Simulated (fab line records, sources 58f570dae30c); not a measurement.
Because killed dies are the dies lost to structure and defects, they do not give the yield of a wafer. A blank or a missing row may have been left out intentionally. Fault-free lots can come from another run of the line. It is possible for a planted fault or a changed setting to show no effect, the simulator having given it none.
What tool caused it? ; flow berkeley-cmos170 ; 14 lots, 42 wafers sampled, at 4 steps of a route of 331

## WHAT THE GAUGES SHOWED, per wafer
UCB170_NWELL_THK_MEAS_05. Usual: NWELL_NITRIDE_THK 223.7 nm, standard deviation 2.2.
lot;measured;on;NWELL_NITRIDE_THK (nm);flag
L467;day 2 05:43;film-metro-04;224.1 225.1 224.8;
L468;day 2 09:01;film-metro-04;224.9 225.5 223.9;
L469;day 2 15:24;film-metro-01;224.0 225.4 224.3;
L470;day 2 22:31;film-metro-02;222.8 222.6 224.8;
L471;day 3 06:11;film-metro-02;225.9 226.1 226.8;
L472;day 3 10:38;film-metro-01;225.5 225.2 225.0;
L475;day 4 04:15;film-metro-01;225.3 225.1 227.6;
L480;day 5 02:29;film-metro-04;221.3 220.8 220.5;
L481;day 5 05:50;film-metro-01;221.5 226.0 223.6;
L482;day 5 15:33;film-metro-04;223.1 225.6 223.2;
L483;day 5 15:34;film-metro-02;226.3 224.5 226.0;
L484;day 6 01:08;film-metro-01;220.2 221.2 220.7;
L485;day 6 04:14;film-metro-01;222.4 222.7 220.3;
L486;day 6 06:39;film-metro-04;221.5 223.9 223.5;

UCB170_PWELL_OVL_MEAS_13. Usual: PWELL_OVL 0 nm, standard deviation 4.4.
lot;measured;on;PWELL_OVL (nm);flag
L467;day 2 21:37;overlay-02;-8 -4 -2;
L468;day 3 01:41;overlay-02;10 10 5;
L469;day 3 08:28;overlay-01;-1 -7 -2;
L470;day 3 17:08;overlay-02;-4 -1 -4;
L471;day 3 23:54;overlay-02;-3 -4 -2;
L472;day 4 03:25;overlay-01;5 -3 5;
L475;day 4 19:22;overlay-01;2 5 4;
L480;day 6 01:23;overlay-01;-5 -7 0;
L481;day 6 01:25;overlay-02;6 9 0;
L482;day 6 08:01;overlay-01;9 1 0;
L483;day 6 09:54;overlay-02;-4 -3 -5;
L484;day 6 15:44;overlay-02;-2 4 -2;
L485;day 6 21:43;overlay-01;-4 -5 -4;
L486;day 7 02:29;overlay-02;-7 6 4;

UCB170_ACTIVE_THK_MEAS_06. Usual: ACTIVE_NITRIDE_THK 219.0 nm, standard deviation 2.1.
lot;measured;on;ACTIVE_NITRIDE_THK (nm);flag
L467;day 4 01:55;film-metro-01;219.8 218.5 219.6;
L468;day 4 01:54;film-metro-02;221.2 217.4 219.3;
L469;day 4 07:47;film-metro-02;220.5 221.3 222.3;
L470;day 4 20:33;film-metro-01;217.8 217.9 217.3;
L471;day 5 01:42;film-metro-03;217.8 218.2 217.7;
L472;day 5 01:42;film-metro-02;217.4 218.2 216.0;
L475;day 5 21:05;film-metro-01;218.8 221.0 220.0;
L480;day 6 22:29;film-metro-03;90.9 92.2 91.6;OFF
L481;day 6 22:30;film-metro-01;96.7 95.0 97.8;OFF
L482;day 7 18:36;film-metro-03;221.1 222.1 222.4;
L483;day 7 18:37;film-metro-01;215.6 216.2 216.1;
L484;day 8 02:14;film-metro-02;219.7 219.7 216.8;
L485;day 8 08:39;film-metro-02;219.7 219.0 222.0;
L486;day 8 08:39;film-metro-03;217.0 218.4 218.2;

## TOOL THAT RAN EACH LOT (tool first, then ch and the chambers of the sampled wafers, then the start)
lot;UCB170_ACTIVE_CVD_05
L467;lpcvd-01 ch 0, day 3 23:59
L468;lpcvd-01 ch 0, day 3 23:59
L469;lpcvd-01 ch 0, day 4 05:50
L470;lpcvd-01 ch 0, day 4 18:38
L471;lpcvd-01 ch 0, day 4 23:47
L472;lpcvd-01 ch 0, day 4 23:47
L475;lpcvd-02 ch 1, day 5 19:10
L480;lpcvd-01 ch 1, day 6 19:36
L481;lpcvd-01 ch 0, day 6 19:36
L482;lpcvd-02 ch 1, day 7 16:41
L483;lpcvd-02 ch 1, day 7 16:41
L484;lpcvd-02 ch 0, day 8 00:19
L485;lpcvd-02 ch 0, day 8 05:46
L486;lpcvd-02 ch 1, day 8 05:46
- UCB170_ACTIVE_CVD_05: deposits Si3N4 from SiH2Cl2/NH3, target thk 220 nm, time 3300 s.

## AS READ BY THE TOOLS THEMSELVES (means over the sampled wafers that have a number; for cases with no such wafer, the mark the record gives instead)
UCB170_ACTIVE_CVD_05. Usual: 800.0 C for susceptor-temp-C, sd 0.33.
lot;tool;susceptor-temp-C (C);flag
L467;lpcvd-01;799.7;
L468;lpcvd-01;800.0;
L469;lpcvd-01;800.0;
L470;lpcvd-01;800.3;
L471;lpcvd-01;800.2;
L472;lpcvd-01;800.3;
L475;lpcvd-02;799.7;
L480;lpcvd-01;799.6;
L481;lpcvd-01;799.8;
L482;lpcvd-02;799.8;
L483;lpcvd-02;800.5;
L484;lpcvd-02;800.1;
L485;lpcvd-02;799.7;
L486;lpcvd-02;800.1;

## THE ANSWER, worked out from the rows above alone
Rule: take the mean of a lot's wafers that have a number; if it is more than 3 standard deviations from the usual mean, the lot is off. A lot without any number at a reading at which 4 lots or more have one is off too. The other lots that the step has rows for count as sound. Order of review: gauges by route order, followed by the tools' own readings, for which a lot's mean as printed above is used. At the first step where some lot is off, the reading lying furthest off is the one used; lots without a number count as furthest.
Off: at UCB170_ACTIVE_THK_MEAS_06 (ACTIVE_NITRIDE_THK), L480, L481.
If a tool, at a process step before that reading, ran all the lots that are off and no sound lot after the first of them, it fits. Gauges at UCB170_ACTIVE_THK_MEAS_06: tried the same way as those tools. One fits: UCB170_ACTIVE_CVD_05 on lpcvd-01. A fault onset in the window from L471 (day 4 23:47, its last sound lot) to L480 (day 6 19:36, its first lot off) fits.

## WHAT THE SIMULATOR PUT IN
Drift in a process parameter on lpcvd-01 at UCB170_ACTIVE_CVD_05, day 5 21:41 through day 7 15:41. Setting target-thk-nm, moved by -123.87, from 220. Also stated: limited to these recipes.
Struck lots among those shown: L480, L481. The rule above reached the same finding.
